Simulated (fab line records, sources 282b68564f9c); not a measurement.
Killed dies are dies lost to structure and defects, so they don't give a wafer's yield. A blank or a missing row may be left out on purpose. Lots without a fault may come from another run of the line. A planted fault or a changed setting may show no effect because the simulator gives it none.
One fault seen from 2 desks | flow rit_cmos | each desk has only its own numbers; what lay behind them comes last

THE TOOL OWNER'S DESK: rie_si-01
The tool's own readings at RIT_GATE_ETCH_19 (etches poly-Si in SF6/CHF3/O2, stops on SiO2, time 165 s, target depth 312.5 nm): means of the sampled wafers that have a number, for each lot that ran on this tool. A lot is out of limits, marked OUT, if its mean lies more than 4 standard deviations from the usual mean; the brackets give that distance.
Columns: A = drypump_motor_current_A at RIT_GATE_ETCH_19, usual 5.8 A; B = oes_product_au at RIT_GATE_ETCH_19, usual 0.851 a.u.; C = throttle_valve_pct at RIT_GATE_ETCH_19, usual 10.18 %
lot  | first seen here | A   | B                | C
L596 | day 2 13:21     | 5.8 | 0.863            | 10.12
L598 | day 3 04:08     | 5.7 | 0.867            | 10.28
L600 | day 3 16:22     | 5.5 | 0.857            | 10.36
L602 | day 3 18:01     | 5.2 | 0.855            | 10.26
L606 | day 4 16:14     | 5.7 | 0.946 (+7.9) OUT | 10.27
L608 | day 5 03:14     | 5.7 | 0.948 (+8.1) OUT | 10.45
This desk's finding: out of limits on L606, L608; first on L606, day 4 16:14 (oes_product_au at RIT_GATE_ETCH_19). In limits: L596, L598, L600, L602.

THE METROLOGY DESK
What the gauges read, lot by lot, whatever tool the lot ran on: means of the sampled wafers that have a number. A lot is out of limits, marked OUT, if its mean lies more than 4 standard deviations from the usual mean; the brackets give that distance.
Columns: A = GATE_POLY_THK at RIT_GATE_THK_MEAS_09, usual 249.9 nm
lot  | first seen here | A
L596 | day 2 12:01     | 250.4
L597 | day 2 21:05     | 247.8
L598 | day 3 02:26     | 253.1
L599 | day 3 02:58     | 250.1
L600 | day 3 14:55     | 252.3
L602 | day 3 16:48     | 252.3
L606 | day 4 14:52     | 249.8
L608 | day 5 01:46     | 251.2
L611 | day 5 17:54     | 247.1
L613 | day 6 01:31     | 253.5
L615 | day 6 13:43     | 252.1
L617 | day 6 21:43     | 247.0
L619 | day 7 07:54     | 243.0
This desk's finding: nothing out of limits on any of the 13 lots.

PUT TOGETHER
The tool owner's desk could have raised an alarm at day 4 16:14, on L606, L608.
The metrology desk saw nothing out of limits.
The metrology desk has L606, L608 on record, within its limits.
Of the lots named, all ran RIT_GATE_ETCH_19 on rie_si-01.

WHAT THE SIMULATOR HAD PUT IN
Process parameter drift: rie_si-01, from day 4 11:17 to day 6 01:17, at RIT_GATE_ETCH_19. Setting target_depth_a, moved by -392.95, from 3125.
Lots struck among those shown: L606, L608.
Hours from the fault's start to each desk's first reading out of limits: the tool owner's desk, 5.
